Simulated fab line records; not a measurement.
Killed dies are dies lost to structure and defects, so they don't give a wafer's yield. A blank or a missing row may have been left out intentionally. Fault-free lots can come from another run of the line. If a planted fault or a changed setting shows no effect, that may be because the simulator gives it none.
One fault seen from 2 desks :: flow berkeley cmos170 :: each desk has only its own numbers; what lay behind them comes last

## AT THE TOOL OWNER'S DESK: pecvd-03
The tool's own readings at UCB170_SPACER_CVD_00 (deposits SiO2 from TEOS/O2, target thk 376 nm, time 47 s): means of the sampled wafers that have a number, for each lot that ran on this tool. If a lot's mean is further than 4 standard deviations from the usual mean, the lot is out of limits and carries the mark OUT (the distance appears in the brackets).
Columns: A = heater power w at UCB170_SPACER_CVD_00, usual 279 W
lot: L280
first seen here: day 8 23:04
A: 368

lot: L286
first seen here: day 10 21:34
A: 343

lot: L288
first seen here: day 11 20:01
A: 338
Result from this desk: across the 3 lots, nothing is out of limits.

## AT THE METROLOGY DESK
What the gauges read for every lot (on any tool): the sampled wafers with a number, averaged. If a lot's mean is further than 4 standard deviations from the usual mean, the lot is out of limits and carries the mark OUT (the distance appears in the brackets).
Columns: A = PVT_OVL at UCB170_PVT_OVL_MEAS_06, usual -2 nm; B = SPACER_TEOS_THK at UCB170_SPACER_THK_MEAS_01, usual 375 nm; C = cd nm at UCB170_NSD_CD_MEAS_06, usual 1199.9 nm; D = CONTACT_PSG_THK at UCB170_CONTACT_THK_MEAS_02, usual 701 nm
lot: L274
first seen here: day 6 23:23
A: 3
B: 372
C: 1202.6
D: 700

lot: L275
first seen here: day 6 23:40
A: 4
B: 380
C: 1200.2
D: 708

lot: L277
first seen here: day 7 09:26
A: -7
B: 381
C: 1201.1
D: 702

lot: L276
first seen here: day 7 10:43
A: 6
B: 372
C: 1200.8
D: 701

lot: L279
first seen here: day 7 19:47
A: -1
B: 381
C: 1201.2
D: 702

lot: L280
first seen here: day 7 20:03
A: -0
B: 378
C: 1198.6
D: 691

lot: L278
first seen here: day 7 20:05
A: 2
B: 371
C: 1200.5
D: 691

lot: L286
first seen here: day 9 21:33
A: -1
B: 361
C: 1201.5
D: 698

lot: L290
first seen here: day 10 19:39
A: -8
B: 376
C: 1198.2
D: 703

lot: L288
first seen here: day 10 19:55
A: 8
B: 363
C: 1198.8
D: 705

lot: L292
first seen here: day 11 05:35
A: 0
B: 377
C: 1200.5
D: 692

lot: L293
first seen here: day 11 05:55
A: -0
B: 373
C: 1199.5
D: 698

lot: L295
first seen here: day 12 00:47
A: -2
B: 381
C: 1197.0
D: 706

lot: L294
first seen here: day 12 01:04
A: 3
B: 375
C: 1199.9
D: 706
Result from this desk: across the 14 lots, nothing is out of limits.

## BROUGHT TOGETHER
Nothing out of limits was seen by the tool owner's desk.
Metrology desk: nothing out of limits seen.

## WHAT WAS PUT IN BY THE SIMULATOR
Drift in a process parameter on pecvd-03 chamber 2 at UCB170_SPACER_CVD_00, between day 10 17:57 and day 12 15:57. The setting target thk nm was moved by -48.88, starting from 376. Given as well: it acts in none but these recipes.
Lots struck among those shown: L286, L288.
